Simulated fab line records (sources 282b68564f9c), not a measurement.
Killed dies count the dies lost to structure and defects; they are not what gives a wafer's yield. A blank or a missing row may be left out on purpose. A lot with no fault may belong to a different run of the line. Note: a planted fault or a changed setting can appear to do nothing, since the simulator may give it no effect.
fab line records	flow rit_cmos
[record] lots = 14	wafers = 42	last_day = 7
route steps=202 shown FOX2@24 REOX@102 NSD@140 CONTACT@168 M1@202
lots that met no fault: from a run of the same line without faults
start_h: hours from the record's opening day to when the first of the lot's shown wafers began	wait_h: time in hours since the lot's previous step	" the same as in the row above	L1.1+2: several wafers, shown together as one row	- no value, or no start given	* or withheld: withheld	< > ~ a bound
route shown NAME@n: names a module that has steps shown in the file, with the first one's number in the route	usual: average and standard deviation across the fault-free wafers	same: alike in all rows	chamber/n: place in a boat	sites: per-site readings	_std_site: the standard deviation of these	_edge_site: the outer-site mean with the inner-site mean subtracted	radius_mm: how far each site lies from the wafer's centre	mask NAME#n: copy n	behind: the most recent tool/chamber to have shaped the wafer	hold: what put the lot on hold/how long, in hours/how the hold closed	device: which transistor (n, p or np) failed to switch	end of line: the route-end tests of the same wafers	a step with no rows: only its recipe	killed: count of dies lost to structure and defects at first sort (not the wafer's yield)	map: the dies of a wafer, with x for killed, . for not killed, _ for no die there
set.NAME: the setting that was run; set.NAME@STEP: the one run at that earlier step	model.NAME: the simulator's own value behind a step, which no gauge read
the route's steps for a sample of lots (tables are steps, rows are wafers)
services: when a tool's chamber went out of use (start_h, in hours from the record's first day, below 0 if earlier), for how many hours, and the reason
[[steps]]
[step RIT_FOX2_THK_MEAS_01]
[recipe] reads = SiO2_of_FOX2_OXIDATION_00
[usual] FOX2_OXIDE_THK = 354/5.6
lot.wafer	tool	chamber	start_h	wait_h	FOX2_OXIDE_THK[nm]
L847.2	film_metro-02	-	19.05	0.0	365
L847.3	"	-	"	"	356
L847.4	"	-	"	"	356
L848.1	film_metro-02	-	23.48	0.0	356
L848.2	"	-	"	"	351
L848.5	"	-	"	"	358
L849.3	film_metro-01	-	29.71	0.0	352
L849.4	"	-	"	"	350
L849.6	"	-	"	"	346
L850.1	film_metro-01	-	33.67	0.0	357
L850.2	"	-	"	"	357
L850.3	"	-	"	"	362
L852.1	film_metro-02	-	47.40	0.0	360
L852.2	"	-	"	"	361
L852.3	"	-	"	"	357
L853.2	film_metro-04	-	49.92	0.0	353
L853.3	"	-	"	"	358
L853.6	"	-	"	"	357
L856.2	film_metro-04	-	63.50	0.0	358
L856.4	"	-	"	"	362
L856.6	"	-	"	"	359
L860.1	film_metro-04	-	83.86	0.0	359
L860.4	"	-	"	"	356
L860.6	"	-	"	"	357
L863.3	film_metro-04	-	98.77	0.0	345
L863.4	"	-	"	"	348
L863.6	"	-	"	"	353
L864.1	film_metro-02	-	106.38	0.0	348
L864.3	"	-	"	"	343
L864.5	"	-	"	"	349
L867.3	film_metro-01	-	120.16	0.0	348
L867.4	"	-	"	"	345
L867.6	"	-	"	"	347
L868.3	film_metro-01	-	123.68	0.0	354
L868.5	"	-	"	"	351
L868.6	"	-	"	"	353
L869.1	film_metro-04	-	129.31	0.0	356
L869.2	"	-	"	"	356
L869.6	"	-	"	"	357
L870.1	film_metro-02	-	136.32	0.0	346
L870.3	"	-	"	"	346
L870.4	"	-	"	"	355
[step RIT_REOX_THK_MEAS_04]
[recipe] reads = SiO2_of_REOX_OXIDATION_03
[usual] REOX_OXIDE_THK = 25.0/0.49
lot.wafer	tool	chamber	start_h	wait_h	REOX_OXIDE_THK[nm]
L847.2	film_metro-03	-	40.72	0.0	24.9
L847.3	"	-	"	"	24.6
L847.4	"	-	"	"	24.5
L848.1	film_metro-01	-	46.08	0.0	25.1
L848.2	"	-	"	"	25.3
L848.5	"	-	"	"	25.4
L849.3	film_metro-04	-	52.83	0.0	25.1
L849.4	"	-	"	"	25.1
L849.6	"	-	"	"	25.3
L850.1	film_metro-03	-	55.14	0.0	25.8
L850.2	"	-	"	"	25.6
L850.3	"	-	"	"	25.4
L852.1	film_metro-03	-	70.65	0.0	25.6
L852.2	"	-	"	"	25.1
L852.3	"	-	"	"	25.5
L853.2	film_metro-03	-	71.70	0.0	25.1
L853.3	"	-	"	"	24.9
L853.6	"	-	"	"	24.9
L856.2	film_metro-03	-	84.68	0.0	24.8
L856.4	"	-	"	"	24.6
L856.6	"	-	"	"	24.9
L860.1	film_metro-01	-	110.48	0.0	24.4
L860.4	"	-	"	"	24.7
L860.6	"	-	"	"	24.9
L863.3	film_metro-03	-	122.71	0.0	25.7
L863.4	"	-	"	"	26.1
L863.6	"	-	"	"	26.0
L864.1	film_metro-03	-	129.60	0.0	24.6
L864.3	"	-	"	"	24.8
L864.5	"	-	"	"	24.2
L867.3	film_metro-01	-	144.41	0.0	24.4
L867.4	"	-	"	"	23.5
L867.6	"	-	"	"	24.3
L868.3	film_metro-01	-	146.74	0.0	25.6
L868.5	"	-	"	"	25.5
L868.6	"	-	"	"	25.3
L869.1	film_metro-01	-	150.93	0.0	24.4
L869.2	"	-	"	"	24.7
L869.6	"	-	"	"	24.3
L870.1	film_metro-01	-	158.56	0.0	25.3
L870.3	"	-	"	"	25.4
L870.4	"	-	"	"	25.4
[step RIT_NSD_STRIP_09]
[recipe] chemistry = O2	time_s = 180	resist = NOVOLAK	platen_temp_c = withheld	power_w = 500	pressure_mtorr = 4000	o2_flow_sccm = 4000
[usual] drypump_motor_current_A = 5.87/0.22
[same] time_s = 180
lot.wafer	tool	chamber	start_h	wait_h	drypump_motor_current_A	rf_hours_counter_h
L847.2	plasma_asher-02	1	47.62	0.1	5.83	40
L847.3	"	1	"	"	5.82	-
L847.4	"	0	"	"	5.84	-
L848.1	plasma_asher-01	0	52.91	0.1	6.30	41
L848.2	"	1	"	"	5.73	41
L848.5	"	0	"	"	6.31	-
L849.3	plasma_asher-02	0	60.53	0.1	5.82	-
L849.4	"	1	"	"	5.81	-
L849.6	"	0	"	"	5.83	-
L850.1	plasma_asher-03	0	62.01	0.1	5.59	40
L850.2	"	1	"	"	6.04	40
L850.3	"	0	"	"	5.59	-
L852.1	plasma_asher-02	1	77.24	0.1	5.82	43
L852.2	"	0	"	"	5.87	43
L852.3	"	0	"	"	5.83	-
L853.2	plasma_asher-03	0	78.52	0.1	5.59	42
L853.3	"	0	"	"	5.59	-
L853.6	"	1	"	"	6.06	-
L856.2	plasma_asher-03	1	91.56	0.1	6.00	44
L856.4	"	1	"	"	6.06	-
L856.6	"	1	"	"	6.03	-
L860.1	plasma_asher-03	1	117.40	0.1	6.04	46
L860.4	"	1	"	"	6.00	-
L860.6	"	0	"	"	5.61	-
L863.3	plasma_asher-03	0	130.40	0.2	5.59	-
L863.4	"	1	"	"	6.03	-
L863.6	"	0	"	"	5.58	-
L864.1	plasma_asher-02	1	136.36	0.1	5.82	50
L864.3	"	1	"	"	5.83	-
L864.5	"	1	"	"	5.82	-
L867.3	plasma_asher-01	0	151.29	0.1	6.29	-
L867.4	"	1	"	"	5.74	-
L867.6	"	0	"	"	6.32	-
L868.3	plasma_asher-01	0	154.60	0.1	6.33	-
L868.5	"	1	"	"	5.70	-
L868.6	"	0	"	"	6.32	-
L869.1	plasma_asher-02	1	157.68	0.1	5.82	52
L869.2	"	0	"	"	5.83	52
L869.6	"	1	"	"	5.82	-
L870.1	plasma_asher-01	1	165.41	0.1	5.75	4
L870.3	"	0	"	"	6.29	-
L870.4	"	1	"	"	5.74	-
[step RIT_CONTACT_CVD_00]
[recipe] material = SiO2	target_thk_nm = 400	precursor = TEOS	temp_c = 390	time_s = 61	rf_w = 400
[usual] heater_power_w = 296/43	rf_fwd_power_W = 396.3/1.5
[same] time_s = 61
lot.wafer	tool	chamber	start_h	wait_h	heater_power_w	rf_fwd_power_W
L847.2	pecvd-04	2	50.70	0.0	282	397.1
L847.3	"	1	"	"	292	395.7
L847.4	"	2	"	"	297	399.0
L848.1	pecvd-03	1	55.99	0.1	333	396.0
L848.2	"	2	"	"	239	393.4
L848.5	"	0	"	"	229	395.4
L849.3	pecvd-02	1	63.55	0.0	403	397.2
L849.4	"	0	"	"	276	397.5
L849.6	"	2	"	"	309	398.2
L850.1	pecvd-04	2	65.21	0.1	287	395.7
L850.2	"	0	"	"	352	397.6
L850.3	"	1	"	"	295	393.3
L852.1	pecvd-02	0	80.49	0.1	296	398.1
L852.2	"	1	"	"	362	394.9
L852.3	"	2	"	"	323	396.1
L853.2	pecvd-04	1	81.75	0.0	249	552.5
L853.3	"	0	"	"	239	555.6
L853.6	"	2	"	"	247	556.4
L856.2	pecvd-04	1	94.76	0.0	185	553.1
L856.4	"	2	"	"	201	555.8
L856.6	"	0	"	"	295	557.8
L860.1	pecvd-03	1	120.51	0.1	248	394.6
L860.4	"	2	"	"	237	396.0
L860.6	"	0	"	"	192	397.5
L863.3	pecvd-03	1	133.46	0.0	263	399.3
L863.4	"	1	"	"	275	399.5
L863.6	"	0	"	"	262	397.5
L864.1	pecvd-02	1	139.56	0.1	386	395.2
L864.3	"	2	"	"	328	396.5
L864.5	"	0	"	"	282	398.4
L867.3	pecvd-02	0	154.31	0.0	286	397.6
L867.4	"	0	"	"	298	396.0
L867.6	"	1	"	"	397	397.1
L868.3	pecvd-04	0	157.64	0.0	281	395.0
L868.5	"	2	"	"	284	397.8
L868.6	"	1	"	"	301	394.6
L869.1	pecvd-03	2	160.89	0.1	259	396.0
L869.2	"	1	"	"	297	395.4
L869.6	"	2	"	"	273	397.0
L870.1	pecvd-02	2	168.64	0.1	262	396.1
L870.3	"	1	"	"	302	395.3
L870.4	"	0	"	"	302	398.2
[step RIT_CONTACT_THK_MEAS_01]
[recipe] reads = SiO2_of_CONTACT_CVD_00
[usual] CONTACT_TEOS_THK = 399/5.4
lot.wafer	tool	chamber	start_h	wait_h	CONTACT_TEOS_THK[nm]
L847.2	film_metro-03	-	50.78	0.1	400
L847.3	"	-	"	"	400
L847.4	"	-	"	"	404
L848.1	film_metro-03	-	56.04	0.0	398
L848.2	"	-	"	"	402
L848.5	"	-	"	"	402
L849.3	film_metro-03	-	63.62	0.0	398
L849.4	"	-	"	"	411
L849.6	"	-	"	"	404
L850.1	film_metro-01	-	65.27	0.0	397
L850.2	"	-	"	"	403
L850.3	"	-	"	"	399
L852.1	film_metro-04	-	80.54	0.0	401
L852.2	"	-	"	"	391
L852.3	"	-	"	"	394
L853.2	film_metro-01	-	81.81	0.0	436
L853.3	"	-	"	"	440
L853.6	"	-	"	"	444
L856.2	film_metro-04	-	94.82	0.0	431
L856.4	"	-	"	"	440
L856.6	"	-	"	"	444
L860.1	film_metro-01	-	120.56	0.0	396
L860.4	"	-	"	"	405
L860.6	"	-	"	"	396
L863.3	film_metro-01	-	133.53	0.0	393
L863.4	"	-	"	"	404
L863.6	"	-	"	"	399
L864.1	film_metro-03	-	139.61	0.0	390
L864.3	"	-	"	"	394
L864.5	"	-	"	"	406
L867.3	film_metro-03	-	154.38	0.0	402
L867.4	"	-	"	"	402
L867.6	"	-	"	"	400
L868.3	film_metro-03	-	157.71	0.0	396
L868.5	"	-	"	"	405
L868.6	"	-	"	"	404
L869.1	film_metro-03	-	160.94	0.0	391
L869.2	"	-	"	"	398
L869.6	"	-	"	"	401
L870.1	film_metro-04	-	168.69	0.0	384
L870.3	"	-	"	"	390
L870.4	"	-	"	"	397
[step RIT_M1_PROBE_99]
[usual] killed_at_M0_to_M3 = 0.0/0.083	killed_at_contacts = 0.1/0.31	killed_at_front_end = 7/3.3	killed_dies = 7/3.3	killed_open = 3.4/2.2	killed_short = 3.5/2
[same] gross_dies = 264	killed_at_M4_up = 0	killed_at_back_side = 0	killed_at_other = 0
lot.wafer	tool	chamber	start_h	wait_h	killed_at_M0_to_M3	killed_at_contacts	killed_at_front_end	killed_dies	killed_open	killed_short
L853.3	prober-01	-	88.35	0.2	0	1	13	14	8	5
// killed by level:class
L853.3 GATE:geometric_particle:open=4 REOX:geometric_particle:open=4 REOX:geometric_particle:short=2 GATE:geometric_particle:short=1 SPACER:geometric_particle:short=1 SILICIDE:geometric_particle:short=1 CONTACT:area_etch=1
[[services]]
tool	chamber	start_h	hours	kind
pecvd-04	0	28.76	6.1	repair
pecvd-03	-	32.28	0.8	repair
plasma_asher-03	-	37.01	14.6	pm
plasma_asher-01	-	46.03	5.1	repair
pecvd-04	0	49.00	4.4	repair
plasma_asher-02	-	51.44	2.8	pm
pecvd-03	2	104.26	1.7	repair
plasma_asher-01	-	105.73	12.0	repair
plasma_asher-01	-	117.71	9.0	pm
plasma_asher-01	0	117.71	9.0	vent_cycle
plasma_asher-01	1	117.71	9.0	vent_cycle
plasma_asher-01	0	126.71	-	clean
plasma_asher-01	1	126.71	-	clean
pecvd-02	-	136.33	1.0	repair
[[key]]
[first_sign] step = RIT_CONTACT_CVD_00	reading = rf_fwd_power_W	direction = up	sigmas = 99+	usual = 396.3	struck = 555.2
[effect] step = RIT_CONTACT_THK_MEAS_01	reading = CONTACT_TEOS_THK	direction = up	sigmas = 7.4	usual = 399	struck = 439
met_at RIT_CONTACT_CVD_00
struck_lots L853,L856
tester_left_out L853,L856
not_acting_at RIT_FOX2_THK_MEAS_01,RIT_REOX_THK_MEAS_04,RIT_NSD_STRIP_09
onset_between 65.21 81.75
[fault] kind = process_parameter_drift	tool = pecvd-04	chamber = -	onset_h = 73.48	steps = RIT_CONTACT_CVD_00	channel = rf_w	offset = 160	shape = step	end_h = 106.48	stated = 400
// tester_left_out: of these lots the tester's yield and bins aren't shown, on N5 and GAA mostly nor the transistor test; their killed dies are dies lost to structure and defects alone, not to doping, threshold or leakage, so they don't give the yield
